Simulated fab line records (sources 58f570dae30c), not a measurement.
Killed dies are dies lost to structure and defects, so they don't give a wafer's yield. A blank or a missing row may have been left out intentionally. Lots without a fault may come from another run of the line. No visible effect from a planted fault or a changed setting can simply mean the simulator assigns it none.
2 desks looking at one fault	flow berkeley-cmos170	each desk holds nothing but its own numbers, with what lay behind them at the end

== THE METROLOGY DESK ==
Means of the sampled wafers that have a number, per lot and without regard to the tool the lot ran on: this is what the gauges read. If a lot's mean is further than 4 standard deviations from the usual mean, the lot is out of limits and carries the mark OUT (the distance appears in the brackets).
Columns: A = NWELL_TW at UCB170_NWELL_TW_MEAS_16, usual 1249; B = ACTIVE_OVL at UCB170_ACTIVE_OVL_MEAS_14, usual -2 nm
lot	first seen here	A	B
L686	day 2 17:25	1267	3
L685	day 2 17:33	1237	1
L687	day 3 03:35	1252	-7
L689	day 3 10:34	1251	-3
L688	day 3 10:43	1239	2
L691	day 3 18:12	1251	0
L692	day 4 06:31	1259	-0
L694	day 4 13:05	1228	-1
L695	day 4 21:07	1232	3
L696	day 4 21:11	1254	-5
L697	day 5 06:35	1264	-7
L700	day 5 17:49	1265	7
L702	day 6 01:14	1079 (-14) OUT	-8
L704	day 6 10:49	1082 (-14) OUT	-8
This desk's result: L702, L704 out of limits, first on L702 (NWELL_TW at UCB170_NWELL_TW_MEAS_16), day 6 01:14. L686, L685, L687, L689, L688, L691, L692, L694, L695, L696, L697, L700 stayed within limits.

== FOR THE TOOL OWNER'S DESK: implanter-04 ==
The tool's own readings at UCB170_NWELL_IMPLANT_14: means of the sampled wafers that have a number, for each lot that ran on this tool. If a lot's mean is further than 4 standard deviations from the usual mean, the lot is out of limits and carries the mark OUT (the distance appears in the brackets).
Columns: A = dose-ions-cm2 at UCB170_NWELL_IMPLANT_14, usual 1e+13; B = faraday-current-uA at UCB170_NWELL_IMPLANT_14, usual 31.7
lot	first seen here	A	B
L686	day 2 17:11	1e+13	32.1
L692	day 4 06:14	1e+13	31.4
L696	day 4 20:58	1e+13	31.6
L702	day 6 01:00	6e+12 (-99 or more) OUT	19.9 (-19) OUT
L704	day 6 10:34	6e+12 (-99 or more) OUT	19.7 (-19) OUT
This desk's verdict: out of limits on L702, L704, starting with L702 at day 6 01:00 (dose-ions-cm2 at UCB170_NWELL_IMPLANT_14). L686, L692, L696 stayed within limits.

== BROUGHT TOGETHER ==
An alarm could have come from the tool owner's desk at day 6 01:00, on L702, L704.
An alarm was possible from the metrology desk at day 6 01:14, on L702, L704.
Of the lots named, all ran UCB170_NWELL_IMPLANT_14 on implanter-04.

== WHAT WAS PUT IN BY THE SIMULATOR ==
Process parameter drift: implanter-04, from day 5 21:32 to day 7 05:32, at UCB170_NWELL_IMPLANT_14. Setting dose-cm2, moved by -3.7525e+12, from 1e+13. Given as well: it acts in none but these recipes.
Struck lots among those shown: L702, L704.
Hours from the fault's start to each desk's first reading out of limits: the tool owner's desk, 3; the metrology desk, 4.
